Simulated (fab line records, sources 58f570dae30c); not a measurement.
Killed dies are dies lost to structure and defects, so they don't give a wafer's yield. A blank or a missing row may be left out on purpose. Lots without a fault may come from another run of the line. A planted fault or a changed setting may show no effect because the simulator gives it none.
Problem report in the 8D (eight disciplines) form, filled by code | flow berkeley_cmos170 | the parts of the form that need people (team, actions taken, sign-off) are left out

1. THE PROBLEM
PVT_TW at UCB170_PVT_TW_MEAS_09 reads a mean of 1046 on 6 wafers of 2 lots; wafers without a fault read 508 with a standard deviation of 3.3. That is +99 or more standard deviations from the usual mean.
First seen on wafer L319.2, day 7 18:19, on film_metro-04. The record holds 39 wafers of 13 lots with a number at this step. Rule for "out", or "out of limits": more than 4 standard deviations from the usual mean. The other wafers with a number count as sound.

2. WHAT IT IS AND WHAT IT IS NOT
question                    | is                     | is not
which readings at this step | PVT_TW                 | -
which lots                  | L318, L319             | L310, L311, L313, L317, L322, L323, L324, L326, L327, L331, L333
which wafers of those lots  | all that have a number | -
read on which gauges        | film_metro-04          | film_metro-02, film_metro-03
when                        | from day 7 18:19       | up to then (9 sound wafers); but 24 sound wafers of L317, L322, L323, L324, L326, L327, L331, L333 came after

3. SUSPECTS, AND WHAT RULES EACH OUT
Counting: a tool at a process step up to the reading stays a suspect if it ran every lot that is out and no sound lot after the first of them.
- the gauge at UCB170_PVT_TW_MEAS_09: ruled out. All the wafers that are out were read on film_metro-04, but those of them that UCB170_PVT_IMPLANT_07 has rows for are out there too, on other tools.
- implanter-03 at UCB170_PVT_IMPLANT_07: kept. It ran every lot that is out, first L319 (day 7 18:05), and no sound lot after that; its last sound lot up to then is L311 (day 6 11:40). Its own readings are out on those wafers: dose_ions_cm2, faraday_current_uA.
Left after counting: implanter-03 at UCB170_PVT_IMPLANT_07.

4. THE CAUSE (what the simulator had put in)
Process parameter drift: implanter-03, from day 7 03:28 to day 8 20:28, at UCB170_PVT_IMPLANT_07. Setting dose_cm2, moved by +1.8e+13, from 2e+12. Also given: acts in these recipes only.
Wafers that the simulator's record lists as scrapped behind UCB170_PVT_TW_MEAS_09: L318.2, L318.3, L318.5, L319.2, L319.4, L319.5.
Counting left only this tool.

5. THE CHAIN OF EFFECTS, in route order
Each row: a reading whose mean over the struck wafers that have a number lies more than 3 standard deviations from the usual. Only readings for which the record gives a usual standard deviation are gone through. hours: the time from each lot's start at the first step in this table that gives one to its start at this step, as a median over the lots. sigmas: the change in usual standard deviations.
hours | step                  | reading            | usual | on struck wafers | change | sigmas
0     | UCB170_PVT_IMPLANT_07 | dose_ions_cm2      | 2e+12 | 2e+13            | +2e+13 | +99 or more
0     | UCB170_PVT_IMPLANT_07 | faraday_current_uA | 6.34  | 63.34            | +57.00 | +99 or more
0     | UCB170_PVT_TW_MEAS_09 | PVT_TW             | 508   | 1046             | +538   | +99 or more
The process steps in it:
- UCB170_PVT_IMPLANT_07

6. WHAT WOULD HAVE CAUGHT IT SOONER
In this record the first reading out of limits at a measuring or inspecting step was taken at day 7 18:19, 15 hours after the fault began at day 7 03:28.
The tool's own readings at UCB170_PVT_IMPLANT_07 were out on every struck wafer that the step has a row for (dose_ions_cm2, faraday_current_uA): an alarm limit on them would have fired on the first of those.
Of the lots that are out (2), L318 began UCB170_PVT_IMPLANT_07 on implanter-03 after day 7 18:19. A hold on the tool at that time would have spared it.
